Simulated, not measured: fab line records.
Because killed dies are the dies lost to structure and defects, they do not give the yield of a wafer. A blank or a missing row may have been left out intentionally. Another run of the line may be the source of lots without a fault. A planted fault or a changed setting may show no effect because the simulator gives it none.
The tool behind it: which one?    flow berkeley-cmos170    14 lots, 42 wafers sampled, at 2 steps of a route of 331

WHAT THE GAUGES READ, wafer by wafer
UCB170_V1_THK_MEAS_01.
lot   measured      on             V1_TEOS_THK (nm)
L441  day 8 14:28   film-metro-02  1970 1955 1992
L443  day 8 20:03   film-metro-02  1968 2016 2015
L444  day 8 21:22   film-metro-02  1979 1985 1971
L446  day 9 15:58   film-metro-04  1975 1998 2020
L445  day 9 20:47   film-metro-04  1966 1998 1991
L447  day 9 20:49   film-metro-03  2014 1984 1999
L449  day 10 13:54  film-metro-02  1975 1979 1981
L451  day 11 10:06  film-metro-04  2002 2005 2018
L453  day 11 10:02  film-metro-03  2051 2088 2060
L456  day 12 00:55  film-metro-02  1972 1959 1978
L455  day 12 04:28  film-metro-02  2078 2096 2104
L460  day 12 19:50  film-metro-02  1965 1992 2010
L458  day 12 23:35  film-metro-03  1997 1972 2009
L461  day 12 23:35  film-metro-04  1984 2015 2015

EACH LOT AND THE TOOL THAT RAN IT (in order: tool; ch and the chambers of the sampled wafers; start)
lot   UCB170_V1_CVD_00
L441  pecvd-02 ch 0,1,2, day 8 14:19
L443  pecvd-02 ch 0,1, day 8 19:53
L444  pecvd-03 ch 0,1,2, day 8 21:13
L446  pecvd-04 ch 0,2, day 9 15:49
L445  pecvd-03 ch 1,2, day 9 20:37
L447  pecvd-04 ch 0,1,2, day 9 20:42
L449  pecvd-04 ch 0,1,2, day 10 13:45
L451  pecvd-04 ch 0,1, day 11 09:51
L453  pecvd-03 ch 1,2, day 11 09:51
L456  pecvd-04 ch 0,1,2, day 12 00:46
L455  pecvd-03 ch 0,1,2, day 12 04:18
L460  pecvd-04 ch 0,1,2, day 12 19:41
L458  pecvd-02 ch 0,1,2, day 12 23:26
L461  pecvd-04 ch 0,1,2, day 12 23:26
- UCB170_V1_CVD_00: deposits SiO2 from TEOS/O2, target thk 2000 nm, time 250 s.

AS READ BY THE TOOLS THEMSELVES (means over the sampled wafers that have a number; for cases with no such wafer, the mark the record gives instead)
UCB170_V1_CVD_00.
lot   tool      heater-power-w (W)
L441  pecvd-02  294
L443  pecvd-02  241
L444  pecvd-03  193
L446  pecvd-04  237
L445  pecvd-03  217
L447  pecvd-04  240
L449  pecvd-04  273
L451  pecvd-04  263
L453  pecvd-03  197
L456  pecvd-04  276
L455  pecvd-03  219
L460  pecvd-04  262
L458  pecvd-02  262
L461  pecvd-04  220

THE ANSWER, worked out from the rows above alone
Rule: the usual values come from the lots themselves. The widest of any qualifying gaps counts: lots, ordered by their means at a reading, are off when they make up no more than a third of the lots, leave a main group of 4 or more, and stand apart from it by 3 or more times the standard deviation of that group's means. If all means in a main group match to the digits the tables above print for the reading, that group is not used. Also off: a lot with no number at a reading for which 4 or more lots have one. All remaining lots with rows at the step are treated as sound. Order of review: gauges by route order, followed by the tools' own readings, for which a lot's mean as printed above is used. The first step at which some lot is off is used, and at that step the reading that is off furthest; a lot without a number counts as furthest.
Off: at UCB170_V1_THK_MEAS_01 (V1_TEOS_THK), L453, L455. For the main group the mean is 1990 nm and the standard deviation 12.
If a tool, at a process step before that reading, ran all the lots that are off and no sound lot after the first of them, it fits. Gauges at UCB170_V1_THK_MEAS_01: tried the same way as those tools. One fits: pecvd-03 at UCB170_V1_CVD_00. Its last sound lot is L445 (day 9 20:37), its first lot that is off L453 (day 11 09:51): a fault that began between those two fits.

WHAT HAD BEEN PUT IN BY THE SIMULATOR
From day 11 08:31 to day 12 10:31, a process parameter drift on pecvd-03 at UCB170_V1_CVD_00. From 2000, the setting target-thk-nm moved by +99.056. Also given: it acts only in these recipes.
Shown lots that were struck: L453, L455. This agrees with what the rule above found.
